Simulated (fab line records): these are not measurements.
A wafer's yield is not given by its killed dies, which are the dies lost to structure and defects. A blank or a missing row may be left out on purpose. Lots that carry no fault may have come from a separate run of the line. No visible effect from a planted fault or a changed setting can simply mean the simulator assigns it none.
Split-lot trial || flow berkeley_cmos170 || route with 331 steps; 5 lots, 23 wafers read

SPLIT DETAILS
At UCB170_PLDD_EXPOSE_03 (exposes mask PSELECT, target cd 1200 nm), the setting dose_mj was moved away from the recipe's 30 on 7 of the 23 wafers read, by -7.0% to -2.6%. All remaining wafers had this setting at the recipe value.

FROM THE SPLIT TO THE READING: what the file shows between them, 2 steps
- UCB170_PLDD_PEB_04
- UCB170_PLDD_DEVELOP_05: develop time 45 s

THE READING
At UCB170_PLDD_CD_MEAS_06: cd_nm in nanometres, against a target cd of 1200 nm. On this fab line, fault-free wafers typically give 1201.0 nm with a standard deviation of 1.5 nm.

{"wafer": "L074.2", "tool, chamber at the split": "krf_scanner-02, 0", "dose_mj as run": 30, "against the recipe": "recipe", "cd_nm, nm": 1200.8, "against lot-mates on the recipe": "-"}
{"wafer": "L074.4", "tool, chamber at the split": "krf_scanner-02, 0", "dose_mj as run": 30, "against the recipe": "recipe", "cd_nm, nm": 1200.0, "against lot-mates on the recipe": "-"}
{"wafer": "L074.5", "tool, chamber at the split": "krf_scanner-02, 0", "dose_mj as run": 30, "against the recipe": "recipe", "cd_nm, nm": 1199.9, "against lot-mates on the recipe": "-"}
{"wafer": "L078.1", "tool, chamber at the split": "krf_scanner-02, 0", "dose_mj as run": 30, "against the recipe": "recipe", "cd_nm, nm": 1198.7, "against lot-mates on the recipe": "-"}
{"wafer": "L078.2", "tool, chamber at the split": "krf_scanner-02, 0", "dose_mj as run": 30, "against the recipe": "recipe", "cd_nm, nm": 1200.9, "against lot-mates on the recipe": "-"}
{"wafer": "L078.3", "tool, chamber at the split": "krf_scanner-02, 0", "dose_mj as run": 30, "against the recipe": "recipe", "cd_nm, nm": 1199.8, "against lot-mates on the recipe": "-"}
{"wafer": "L078.4", "tool, chamber at the split": "krf_scanner-02, 0", "dose_mj as run": 30, "against the recipe": "recipe", "cd_nm, nm": 1201.1, "against lot-mates on the recipe": "-"}
{"wafer": "L078.6", "tool, chamber at the split": "krf_scanner-02, 0", "dose_mj as run": 30, "against the recipe": "recipe", "cd_nm, nm": 1200.6, "against lot-mates on the recipe": "-"}
{"wafer": "L079.1", "tool, chamber at the split": "krf_scanner-01, 0", "dose_mj as run": 28.2, "against the recipe": "-6.0%", "cd_nm, nm": 1192.3, "against lot-mates on the recipe": -10.0}
{"wafer": "L079.2", "tool, chamber at the split": "krf_scanner-01, 0", "dose_mj as run": 30, "against the recipe": "recipe", "cd_nm, nm": 1202.3, "against lot-mates on the recipe": "-"}
{"wafer": "L079.3", "tool, chamber at the split": "krf_scanner-01, 0", "dose_mj as run": 30, "against the recipe": "recipe", "cd_nm, nm": 1202.6, "against lot-mates on the recipe": "-"}
{"wafer": "L079.4", "tool, chamber at the split": "krf_scanner-01, 0", "dose_mj as run": 30, "against the recipe": "recipe", "cd_nm, nm": 1202.1, "against lot-mates on the recipe": "-"}
{"wafer": "L079.6", "tool, chamber at the split": "krf_scanner-01, 0", "dose_mj as run": 28.2, "against the recipe": "-6.0%", "cd_nm, nm": 1191.9, "against lot-mates on the recipe": -10.4}
{"wafer": "L082.1", "tool, chamber at the split": "krf_scanner-01, 0", "dose_mj as run": 30, "against the recipe": "recipe", "cd_nm, nm": 1201.9, "against lot-mates on the recipe": "-"}
{"wafer": "L082.3", "tool, chamber at the split": "krf_scanner-01, 0", "dose_mj as run": 27.91, "against the recipe": "-7.0%", "cd_nm, nm": 1188.5, "against lot-mates on the recipe": -13.0}
{"wafer": "L082.4", "tool, chamber at the split": "krf_scanner-01, 0", "dose_mj as run": 30, "against the recipe": "recipe", "cd_nm, nm": 1201.1, "against lot-mates on the recipe": "-"}
{"wafer": "L082.5", "tool, chamber at the split": "krf_scanner-01, 0", "dose_mj as run": 27.91, "against the recipe": "-7.0%", "cd_nm, nm": 1187.4, "against lot-mates on the recipe": -14.1}
{"wafer": "L082.6", "tool, chamber at the split": "krf_scanner-01, 0", "dose_mj as run": 27.91, "against the recipe": "-7.0%", "cd_nm, nm": 1187.9, "against lot-mates on the recipe": -13.6}
{"wafer": "L085.1", "tool, chamber at the split": "krf_scanner-02, 0", "dose_mj as run": 30, "against the recipe": "recipe", "cd_nm, nm": 1203.0, "against lot-mates on the recipe": "-"}
{"wafer": "L085.2", "tool, chamber at the split": "krf_scanner-02, 0", "dose_mj as run": 29.22, "against the recipe": "-2.6%", "cd_nm, nm": 1199.1, "against lot-mates on the recipe": -4.1}
{"wafer": "L085.3", "tool, chamber at the split": "krf_scanner-02, 0", "dose_mj as run": 30, "against the recipe": "recipe", "cd_nm, nm": 1203.1, "against lot-mates on the recipe": "-"}
{"wafer": "L085.4", "tool, chamber at the split": "krf_scanner-02, 0", "dose_mj as run": 30, "against the recipe": "recipe", "cd_nm, nm": 1203.4, "against lot-mates on the recipe": "-"}
{"wafer": "L085.5", "tool, chamber at the split": "krf_scanner-02, 0", "dose_mj as run": 29.22, "against the recipe": "-2.6%", "cd_nm, nm": 1199.2, "against lot-mates on the recipe": -4.0}

THE FIT
A straight line over all 23 wafers: cd_nm changes by +1.77 nm for each +1% of dose_mj; r = +0.96; the points scatter about the line by 1.5 nm.
The same after taking each lot's own level away (the mean of its wafers on the recipe; 23 wafers): +1.86 nm for each +1%; r = +0.99; scatter 0.68 nm.
The reading moves by 13 nm for the largest change in dose_mj, on that fit.
The lots' own levels span 1200.22 to 1203.17 nm, that is 2.0 times the standard deviation above.
Hence the lot-to-lot level has little effect on the slope; both slopes agree.
Check: with one of the wafers moved furthest among these (-7.0%) left out of the fit, the line predicts -12.9 nm for it against its lot-mates. Against them it came out at -13 nm.

THE FILE'S OWN FIT
cd_nm changes by +1.82 nm for each +1% of dose_mj, r = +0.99.
